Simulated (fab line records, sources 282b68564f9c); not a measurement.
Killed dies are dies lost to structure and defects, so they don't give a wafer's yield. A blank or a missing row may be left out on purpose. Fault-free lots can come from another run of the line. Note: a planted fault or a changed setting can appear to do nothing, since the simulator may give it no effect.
Split-lot experiment ; flow rit_cmos ; on a route of 202 steps: 5 lots, 23 wafers read

## THE SPLIT
At RIT_NRETRO_IMPLANT_08, the setting dose_cm2 was moved away from the recipe's 1e+13 on 12 of the 23 wafers read, by +1.9% to +7.4%. For the rest of the wafers, this setting stayed at what the recipe calls for.

## SPLIT TO READING: what lies between them in the file, 1 step
- RIT_NRETRO_STRIP_09: strips in O2, time 180 s

## THE READING
NRETRO_TW, at RIT_NRETRO_TW_MEAS_10. Fault-free wafers of this fab line usually give 1046, standard deviation 7.4.

wafer;tool, chamber at the split;dose_cm2 as run;against the recipe;NRETRO_TW;against lot-mates on the recipe
L075.2;implanter-01, 0;1e+13;recipe;1052;-
L075.3;implanter-01, 0;1.039e+13;+3.9%;1061;+14
L075.4;implanter-01, 0;1.039e+13;+3.9%;1057;+10
L075.5;implanter-01, 0;1e+13;recipe;1042;-
L075.6;implanter-01, 0;1.039e+13;+3.9%;1055;+8
L078.1;implanter-02, 0;1e+13;recipe;1033;-
L078.2;implanter-02, 0;1.044e+13;+4.4%;1048;+12
L078.3;implanter-02, 0;1.044e+13;+4.4%;1053;+18
L078.5;implanter-02, 0;1.044e+13;+4.4%;1050;+14
L078.6;implanter-02, 0;1e+13;recipe;1038;-
L079.1;implanter-01, 0;1e+13;recipe;1035;-
L079.2;implanter-01, 0;1e+13;recipe;1040;-
L079.3;implanter-01, 0;1.019e+13;+1.9%;1041;+4
L079.4;implanter-01, 0;1.019e+13;+1.9%;1046;+8
L079.6;implanter-01, 0;1.019e+13;+1.9%;1048;+10
L082.1;implanter-02, 0;1e+13;recipe;1053;-
L082.2;implanter-02, 0;1e+13;recipe;1052;-
L082.3;implanter-02, 0;1e+13;recipe;1053;-
L084.1;implanter-02, 0;1e+13;recipe;1056;-
L084.2;implanter-02, 0;1e+13;recipe;1060;-
L084.3;implanter-02, 0;1.074e+13;+7.4%;1076;+18
L084.4;implanter-02, 0;1.074e+13;+7.4%;1083;+25
L084.6;implanter-02, 0;1.074e+13;+7.4%;1083;+25

FIT RESULTS
A straight line over all 23 wafers: NRETRO_TW changes by +3.79 for each +1% of dose_cm2; r = +0.76; the points scatter about the line by 9.
The same after taking each lot's own level away (the mean of its wafers on the recipe; 23 wafers): +3.07 for each +1%; r = +0.94; scatter 3.
According to that fit, moving dose_cm2 by its largest amount changes the reading by 23.
The lots' own levels span 1035.5 to 1058.0, that is 3.0 times the standard deviation above.
So the lot-to-lot level blurs the effect unless lot-mates are compared.
Check: with one of the wafers moved furthest among these (+7.4%) left out of the fit, the line predicts +24.2 for it against its lot-mates. Against them it came out at +18.

## OTHER SPLITS ON THESE WAFERS
These wafers also went through other splits before the reading. Each is held against what the fit with the lots' levels taken away leaves over:
other split on the same wafers;wafers away from the commonest value;r with NRETRO_TW (lot level and that fit taken away)
RIT_ACTIVE_CVD_03 pressure_mtorr;15;-0.19
RIT_ACTIVE_ETCH_13 over_etch_frac;8;-0.41
RIT_FOX2_OXIDATION_00 ox_time_s;10;-0.12
RIT_NWELL_SOFTBAKE_02 temp_c;7;+0.27
RIT_NWELL_IMPLANT_08 energy_kev;5;+0.08
RIT_NRETRO_COAT_01 spin_rpm;6;+0.26

## THE FILE'S OWN FIT
NRETRO_TW changes by +3.08 for each +1% of dose_cm2, r = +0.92.
